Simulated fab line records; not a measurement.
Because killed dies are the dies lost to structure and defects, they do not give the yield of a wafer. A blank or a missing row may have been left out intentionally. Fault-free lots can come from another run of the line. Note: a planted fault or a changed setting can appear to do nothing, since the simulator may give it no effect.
The tool behind it: which one? :: flow berkeley cmos170 :: 21 wafers from 7 lots sampled at 4 of the route's 331 steps

WHAT THE GAUGES SHOWED, per wafer
UCB170_V1_THK_MEAS_01.
lot: L320
measured: day 7 20:14
on: film metro-04
V1_TEOS_THK (nm): 1995 2005 2046

lot: L327
measured: day 8 20:22
on: film metro-03
V1_TEOS_THK (nm): 2008 2049 2039

lot: L329
measured: day 9 16:35
on: film metro-04
V1_TEOS_THK (nm): 1972 2020 2021

lot: L332
measured: day 10 16:21
on: film metro-02
V1_TEOS_THK (nm): 1981 2014 1998

lot: L336
measured: day 10 22:47
on: film metro-02
V1_TEOS_THK (nm): 1968 1988 2011

lot: L338
measured: day 11 04:17
on: film metro-02
V1_TEOS_THK (nm): 1978 1992 1978

lot: L342
measured: day 11 22:20
on: film metro-04
V1_TEOS_THK (nm): 1971 1993 1988

WHICH TOOL RAN EACH LOT (tool, then ch and the chambers of the sampled wafers, then the start)
lot: L320
UCB170_GATE_ETCH_15: rie si-01 ch 0,1,3, day 6 12:58
UCB170_CONTACT_STRIP_06: plasma asher-03 ch 0,1, day 7 12:05
UCB170_V1_CVD_00: pecvd-02 ch 1,2, day 7 20:04

lot: L327
UCB170_GATE_ETCH_15: rie si-01 ch 0,1,3, day 7 17:46
UCB170_CONTACT_STRIP_06: plasma asher-03 ch 0, day 8 12:14
UCB170_V1_CVD_00: pecvd-04 ch 0,2, day 8 20:13

lot: L329
UCB170_GATE_ETCH_15: rie si-02 ch 0,1,2, day 8 13:55
UCB170_CONTACT_STRIP_06: plasma asher-02 ch 0,1, day 9 07:20
UCB170_V1_CVD_00: pecvd-04 ch 0,2, day 9 16:21

lot: L332
UCB170_GATE_ETCH_15: rie si-02 ch 0,2,3, day 9 05:28
UCB170_CONTACT_STRIP_06: plasma asher-03 ch 0,1, day 10 06:40
UCB170_V1_CVD_00: pecvd-04 ch 0,1,2, day 10 16:11

lot: L336
UCB170_GATE_ETCH_15: rie si-01 ch 0,1,3, day 9 18:19
UCB170_CONTACT_STRIP_06: plasma asher-01 ch 0,1, day 10 14:35
UCB170_V1_CVD_00: pecvd-04 ch 0,1, day 10 22:38

lot: L338
UCB170_GATE_ETCH_15: rie si-01 ch 0,2,3, day 10 00:28
UCB170_CONTACT_STRIP_06: plasma asher-02 ch 0,1, day 10 19:41
UCB170_V1_CVD_00: pecvd-04 ch 0,1,2, day 11 04:08

lot: L342
UCB170_GATE_ETCH_15: rie si-01 ch 0,3, day 10 17:09
UCB170_CONTACT_STRIP_06: plasma asher-02 ch 0,1, day 11 13:26
UCB170_V1_CVD_00: pecvd-02 ch 0,2, day 11 22:06
- UCB170_GATE_ETCH_15: etches poly-Si in HBr/Cl2, stops on SiO2, time 56.3 s, target depth 278.2 nm.
- UCB170_CONTACT_STRIP_06: strips in O2.
- UCB170_V1_CVD_00: deposits SiO2 from TEOS/O2, target thk 2000 nm, time 250 s.

THE ANSWER, worked out from the rows above alone
Rule: the usual values come from the lots themselves. Put in order of their means at a reading, lots are off if they are a third of the lots or fewer, leave a main group of 4 or more, and stand apart from it by a gap of 3 or more times the standard deviation of the main group's means; of several such gaps the widest counts. If all means in a main group match to the digits the tables above print for the reading, that group is not used. A lot without any number at a reading at which 4 lots or more have one is off too. All remaining lots with rows at the step are treated as sound.
No lot is off at any reading shown: from this, nothing can be told.

WHAT THE SIMULATOR PUT IN
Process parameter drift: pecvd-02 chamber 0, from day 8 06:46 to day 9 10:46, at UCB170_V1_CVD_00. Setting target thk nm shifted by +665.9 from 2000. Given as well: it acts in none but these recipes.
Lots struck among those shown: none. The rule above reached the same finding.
